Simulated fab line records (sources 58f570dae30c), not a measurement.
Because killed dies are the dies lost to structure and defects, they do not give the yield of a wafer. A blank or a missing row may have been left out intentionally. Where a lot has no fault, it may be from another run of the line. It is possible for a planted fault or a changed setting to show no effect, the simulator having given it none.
Tool commonality check || flow berkeley cmos170 || Sample size 14 lots and 48 wafers

== THE REASON FOR OPENING IT ==
Of 14 lots, 2 have the reading PVT_TW flagged at UCB170_PVT_TW_MEAS_09. No-fault wafers: 513, standard deviation 4.9.
Rule: flag the lot when none of its wafers has a number, or when each of its wafers that has one lies beyond 4 standard deviations from that mean. All remaining lots are regarded as sound.

{"lot": "L405", "measured": "day 6 16:13", "on": "film metro-03", "PVT_TW, wafer by wafer": "518 515 515", "flag": ""}
{"lot": "L407", "measured": "day 7 02:14", "on": "film metro-03", "PVT_TW, wafer by wafer": "517 515 513", "flag": ""}
{"lot": "L408", "measured": "day 7 02:31", "on": "film metro-02", "PVT_TW, wafer by wafer": "508 508 508", "flag": ""}
{"lot": "L409", "measured": "day 7 07:37", "on": "film metro-02", "PVT_TW, wafer by wafer": "507 507 509", "flag": ""}
{"lot": "L406", "measured": "day 7 07:53", "on": "film metro-02", "PVT_TW, wafer by wafer": "507 508 508", "flag": ""}
{"lot": "L410", "measured": "day 7 08:27", "on": "film metro-02", "PVT_TW, wafer by wafer": "509 508 511", "flag": ""}
{"lot": "L413", "measured": "day 8 17:33", "on": "film metro-02", "PVT_TW, wafer by wafer": "503 504 504", "flag": ""}
{"lot": "L415", "measured": "day 8 18:24", "on": "film metro-03", "PVT_TW, wafer by wafer": "518 519 516", "flag": ""}
{"lot": "L418", "measured": "day 9 06:37", "on": "film metro-03", "PVT_TW, wafer by wafer": "519 518 516", "flag": ""}
{"lot": "L419", "measured": "day 9 06:53", "on": "film metro-04", "PVT_TW, wafer by wafer": "517 518 516", "flag": ""}
{"lot": "L420", "measured": "day 9 19:49", "on": "film metro-02", "PVT_TW, wafer by wafer": "448 451 449 450 447 449", "flag": "FLAGGED"}
{"lot": "L423", "measured": "day 10 04:38", "on": "film metro-04", "PVT_TW, wafer by wafer": "454 456 458 454 457 455", "flag": "FLAGGED"}
{"lot": "L421", "measured": "day 10 04:41", "on": "film metro-04", "PVT_TW, wafer by wafer": "516 514 515", "flag": ""}
{"lot": "L428", "measured": "day 12 02:50", "on": "film metro-03", "PVT_TW, wafer by wafer": "518 517 520", "flag": ""}
On average the flagged lots' numbers are 452, which is -61 against the usual, or -12 standard deviations.

== EACH LOT AND THE TOOL IT RAN ON ==
The record holds 1 process step before the reading, out of a route of 331 steps. Every cell lists first the tool, next ch and the chambers used by the sampled wafers, and last the start.
{"lot": "L405", "flag": "", "UCB170_PVT_IMPLANT_07": "implanter-04 ch 0, day 6 16:00"}
{"lot": "L407", "flag": "", "UCB170_PVT_IMPLANT_07": "implanter-03 ch 0, day 7 01:59"}
{"lot": "L408", "flag": "", "UCB170_PVT_IMPLANT_07": "implanter-01 ch 0, day 7 02:16"}
{"lot": "L409", "flag": "", "UCB170_PVT_IMPLANT_07": "implanter-04 ch 0, day 7 07:22"}
{"lot": "L406", "flag": "", "UCB170_PVT_IMPLANT_07": "implanter-03 ch 0, day 7 07:40"}
{"lot": "L410", "flag": "", "UCB170_PVT_IMPLANT_07": "implanter-01 ch 0, day 7 08:14"}
{"lot": "L413", "flag": "", "UCB170_PVT_IMPLANT_07": "implanter-01 ch 0, day 8 17:18"}
{"lot": "L415", "flag": "", "UCB170_PVT_IMPLANT_07": "implanter-04 ch 0, day 8 18:11"}
{"lot": "L418", "flag": "", "UCB170_PVT_IMPLANT_07": "implanter-01 ch 0, day 9 06:22"}
{"lot": "L419", "flag": "", "UCB170_PVT_IMPLANT_07": "implanter-01 ch 0, day 9 06:41"}
{"lot": "L420", "flag": "FLAGGED", "UCB170_PVT_IMPLANT_07": "implanter-04 ch 0, day 9 19:34"}
{"lot": "L423", "flag": "FLAGGED", "UCB170_PVT_IMPLANT_07": "implanter-04 ch 0, day 10 04:23"}
{"lot": "L421", "flag": "", "UCB170_PVT_IMPLANT_07": "implanter-03 ch 0, day 10 04:22"}
{"lot": "L428", "flag": "", "UCB170_PVT_IMPLANT_07": "implanter-03 ch 0, day 12 02:35"}
What these steps do:
- UCB170_PVT_IMPLANT_07
- UCB170_PVT_TW_MEAS_09

== FLAGGED AGAINST TOTAL, ONE TOOL AT A TIME (gauges that did the reading follow at the end) ==
{"step": "UCB170_PVT_IMPLANT_07", "tool": "implanter-01", "lots run": 5, "flagged": 0, "share of the flagged lots": "none", "sound lots run after its first flagged lot": "-"}
{"step": "UCB170_PVT_IMPLANT_07", "tool": "implanter-03", "lots run": 4, "flagged": 0, "share of the flagged lots": "none", "sound lots run after its first flagged lot": "-"}
{"step": "UCB170_PVT_IMPLANT_07", "tool": "implanter-04", "lots run": 5, "flagged": 2, "share of the flagged lots": "all", "sound lots run after its first flagged lot": 0}
{"step": "UCB170_PVT_TW_MEAS_09", "tool": "film metro-02", "lots run": 6, "flagged": 1, "share of the flagged lots": "some", "sound lots run after its first flagged lot": 0}
{"step": "UCB170_PVT_TW_MEAS_09", "tool": "film metro-03", "lots run": 5, "flagged": 0, "share of the flagged lots": "none", "sound lots run after its first flagged lot": "-"}
{"step": "UCB170_PVT_TW_MEAS_09", "tool": "film metro-04", "lots run": 3, "flagged": 1, "share of the flagged lots": "some", "sound lots run after its first flagged lot": "1 (L421)"}

== WHAT IS ALLOWED BY THE TABLE ==
Rows of the table that ran each flagged lot: 1, that is implanter-04 at UCB170_PVT_IMPLANT_07.
- implanter-04 at UCB170_PVT_IMPLANT_07: 2 of its 5 lots flagged. A fault beginning between L415 (day 8 18:11), its last sound lot, and L420 (day 9 19:34), its first flagged one, fits the data. Its own readings (dose ions cm2, faraday current uA) fall more than 4 standard deviations out on all wafers of the flagged lots.
One tool is left: implanter-04 at UCB170_PVT_IMPLANT_07.

== WHAT WAS PUT IN BY THE SIMULATOR ==
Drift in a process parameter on implanter-04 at UCB170_PVT_IMPLANT_07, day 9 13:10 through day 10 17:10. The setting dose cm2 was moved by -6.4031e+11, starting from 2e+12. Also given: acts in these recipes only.
Shown lots that were struck: L420, L423. The rule above reached the same finding.
